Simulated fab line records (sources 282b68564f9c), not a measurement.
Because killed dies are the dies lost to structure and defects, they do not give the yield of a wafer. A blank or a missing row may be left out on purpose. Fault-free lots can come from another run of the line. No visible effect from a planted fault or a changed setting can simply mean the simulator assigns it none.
Split-lot trial / flow ritCmos / on a route of 202 steps: 5 lots, 23 wafers read

== THE SPLIT ITSELF ==
At RIT_CONTACT_SOFTBAKE_04 (time 60 s), the setting tempC was moved away from the recipe's 90 C on 6 of the 23 wafers read, by -3.9% to +2.8%. This setting was run at the recipe's value on the other wafers.

== FROM THE SPLIT TO THE READING: what the file shows between them, 2 steps ==
- RIT_CONTACT_EXPOSE_05: exposes mask M11, target cd 1000 nm
- RIT_CONTACT_PEB_06

== THE READING ==
NOVOLAK_of_CONTACT_COAT_03.thkNm (the simulator's own value, which no gauge read), in nm, at RIT_CONTACT_DEVELOP_07 (develop time 120 s). No usual value for it is given in the file. Average 1000.4 nm, standard deviation 2.3 nm, over the 17 wafers here run with the recipe.

wafer=L077.1; tool, chamber at the split=lithoTrack-01, 0; tempC as run, C=90; against the recipe=recipe; NOVOLAK_of_CONTACT_COAT_03.thkNm, nm=1002; against lot-mates on the recipe=-
wafer=L077.2; tool, chamber at the split=lithoTrack-01, 0; tempC as run, C=90; against the recipe=recipe; NOVOLAK_of_CONTACT_COAT_03.thkNm, nm=1003; against lot-mates on the recipe=-
wafer=L077.6; tool, chamber at the split=lithoTrack-01, 0; tempC as run, C=90; against the recipe=recipe; NOVOLAK_of_CONTACT_COAT_03.thkNm, nm=1003; against lot-mates on the recipe=-
wafer=L077.4; tool, chamber at the split=lithoTrack-01, 0; tempC as run, C=90; against the recipe=recipe; NOVOLAK_of_CONTACT_COAT_03.thkNm, nm=1004; against lot-mates on the recipe=-
wafer=L077.5; tool, chamber at the split=lithoTrack-01, 0; tempC as run, C=90; against the recipe=recipe; NOVOLAK_of_CONTACT_COAT_03.thkNm, nm=1001; against lot-mates on the recipe=-
wafer=L079.1; tool, chamber at the split=lithoTrack-01, 0; tempC as run, C=92.55; against the recipe=+2.8%; NOVOLAK_of_CONTACT_COAT_03.thkNm, nm=991.6; against lot-mates on the recipe=-10.1
wafer=L079.2; tool, chamber at the split=lithoTrack-01, 0; tempC as run, C=90; against the recipe=recipe; NOVOLAK_of_CONTACT_COAT_03.thkNm, nm=1002; against lot-mates on the recipe=-
wafer=L079.4; tool, chamber at the split=lithoTrack-01, 0; tempC as run, C=90; against the recipe=recipe; NOVOLAK_of_CONTACT_COAT_03.thkNm, nm=1002; against lot-mates on the recipe=-
wafer=L079.3; tool, chamber at the split=lithoTrack-01, 0; tempC as run, C=90; against the recipe=recipe; NOVOLAK_of_CONTACT_COAT_03.thkNm, nm=1001; against lot-mates on the recipe=-
wafer=L079.6; tool, chamber at the split=lithoTrack-01, 0; tempC as run, C=92.55; against the recipe=+2.8%; NOVOLAK_of_CONTACT_COAT_03.thkNm, nm=996.7; against lot-mates on the recipe=-5.0
wafer=L081.2; tool, chamber at the split=lithoTrack-03, 0; tempC as run, C=90; against the recipe=recipe; NOVOLAK_of_CONTACT_COAT_03.thkNm, nm=1002; against lot-mates on the recipe=-
wafer=L081.5; tool, chamber at the split=lithoTrack-03, 0; tempC as run, C=90; against the recipe=recipe; NOVOLAK_of_CONTACT_COAT_03.thkNm, nm=1000; against lot-mates on the recipe=-
wafer=L081.6; tool, chamber at the split=lithoTrack-03, 0; tempC as run, C=90; against the recipe=recipe; NOVOLAK_of_CONTACT_COAT_03.thkNm, nm=1000; against lot-mates on the recipe=-
wafer=L082.1; tool, chamber at the split=lithoTrack-02, 0; tempC as run, C=86.51; against the recipe=-3.9%; NOVOLAK_of_CONTACT_COAT_03.thkNm, nm=1009; against lot-mates on the recipe=+12.0
wafer=L082.2; tool, chamber at the split=lithoTrack-02, 0; tempC as run, C=86.51; against the recipe=-3.9%; NOVOLAK_of_CONTACT_COAT_03.thkNm, nm=1005; against lot-mates on the recipe=+8.0
wafer=L082.3; tool, chamber at the split=lithoTrack-02, 0; tempC as run, C=90; against the recipe=recipe; NOVOLAK_of_CONTACT_COAT_03.thkNm, nm=995.5; against lot-mates on the recipe=-
wafer=L082.4; tool, chamber at the split=lithoTrack-02, 0; tempC as run, C=90; against the recipe=recipe; NOVOLAK_of_CONTACT_COAT_03.thkNm, nm=996.8; against lot-mates on the recipe=-
wafer=L082.6; tool, chamber at the split=lithoTrack-02, 0; tempC as run, C=90; against the recipe=recipe; NOVOLAK_of_CONTACT_COAT_03.thkNm, nm=998.7; against lot-mates on the recipe=-
wafer=L085.2; tool, chamber at the split=lithoTrack-02, 0; tempC as run, C=90; against the recipe=recipe; NOVOLAK_of_CONTACT_COAT_03.thkNm, nm=999.9; against lot-mates on the recipe=-
wafer=L085.3; tool, chamber at the split=lithoTrack-02, 0; tempC as run, C=88.07; against the recipe=-2.1%; NOVOLAK_of_CONTACT_COAT_03.thkNm, nm=1004; against lot-mates on the recipe=+5.5
wafer=L085.4; tool, chamber at the split=lithoTrack-02, 0; tempC as run, C=90; against the recipe=recipe; NOVOLAK_of_CONTACT_COAT_03.thkNm, nm=998.2; against lot-mates on the recipe=-
wafer=L085.5; tool, chamber at the split=lithoTrack-02, 0; tempC as run, C=90; against the recipe=recipe; NOVOLAK_of_CONTACT_COAT_03.thkNm, nm=997.5; against lot-mates on the recipe=-
wafer=L085.6; tool, chamber at the split=lithoTrack-02, 0; tempC as run, C=88.07; against the recipe=-2.1%; NOVOLAK_of_CONTACT_COAT_03.thkNm, nm=1007; against lot-mates on the recipe=+8.5

FIT RESULTS
A straight line over all 23 wafers: NOVOLAK_of_CONTACT_COAT_03.thkNm changes by -1.97 nm for each +1% of tempC; r = -0.79; the points scatter about the line by 2.4 nm.
The same after taking each lot's own level away (the mean of its wafers on the recipe; 23 wafers): -2.7 nm for each +1%; r = -0.95; scatter 1.5 nm.
The reading moves by 10 nm for the largest change in tempC, on that fit.
Measured against the standard deviation above, the lots' own levels, which go from 997.00 to 1002.60 nm, span 2.4 times it.
So the lot-to-lot level blurs the effect unless lot-mates are compared.
Check: +9.98 nm against its lot-mates is what the line predicts for one of the wafers moved furthest among these (-3.9%) when that wafer is left out of the fit. It came out at +12 nm against them.

== FURTHER SPLITS ON THESE WAFERS ==
Other splits were also applied to these wafers ahead of the reading. Each is held against what the fit with the lots' levels taken away leaves over:
other split on the same wafers=RIT_ACTIVE_COAT_06 spinRpm; wafers away from the commonest value=11; r with NOVOLAK_of_CONTACT_COAT_03.thkNm (lot level and that fit taken away)=+0.08
other split on the same wafers=RIT_NWELL_IMPLANT_08 energyKev; wafers away from the commonest value=8; r with NOVOLAK_of_CONTACT_COAT_03.thkNm (lot level and that fit taken away)=-0.19
other split on the same wafers=RIT_PWELL_COAT_01 resistThkNm; wafers away from the commonest value=10; r with NOVOLAK_of_CONTACT_COAT_03.thkNm (lot level and that fit taken away)=+0.15
other split on the same wafers=RIT_PWELL_IMPLANT_08 energyKev; wafers away from the commonest value=6; r with NOVOLAK_of_CONTACT_COAT_03.thkNm (lot level and that fit taken away)=-0.18
other split on the same wafers=RIT_PRETRO_SOFTBAKE_02 tempC; wafers away from the commonest value=8; r with NOVOLAK_of_CONTACT_COAT_03.thkNm (lot level and that fit taken away)=-0.26
other split on the same wafers=RIT_GATE_CVD_08 timeS; wafers away from the commonest value=15; r with NOVOLAK_of_CONTACT_COAT_03.thkNm (lot level and that fit taken away)=-0.07
other split on the same wafers=RIT_GATE_ETCH_19 rfW; wafers away from the commonest value=8; r with NOVOLAK_of_CONTACT_COAT_03.thkNm (lot level and that fit taken away)=+0.32
other split on the same wafers=RIT_NLDD_COAT_01 resistThkNm; wafers away from the commonest value=8; r with NOVOLAK_of_CONTACT_COAT_03.thkNm (lot level and that fit taken away)=+0.15
other split on the same wafers=RIT_PLDD_COAT_01 resistThkNm; wafers away from the commonest value=10; r with NOVOLAK_of_CONTACT_COAT_03.thkNm (lot level and that fit taken away)=-0.10
other split on the same wafers=RIT_PLDD_DEVELOP_05 developTimeS; wafers away from the commonest value=7; r with NOVOLAK_of_CONTACT_COAT_03.thkNm (lot level and that fit taken away)=-0.01

== THE FILE'S OWN FIT ==
NOVOLAK_of_CONTACT_COAT_03.thkNm changes by -2.67 nm for each +1% of tempC, r = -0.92.
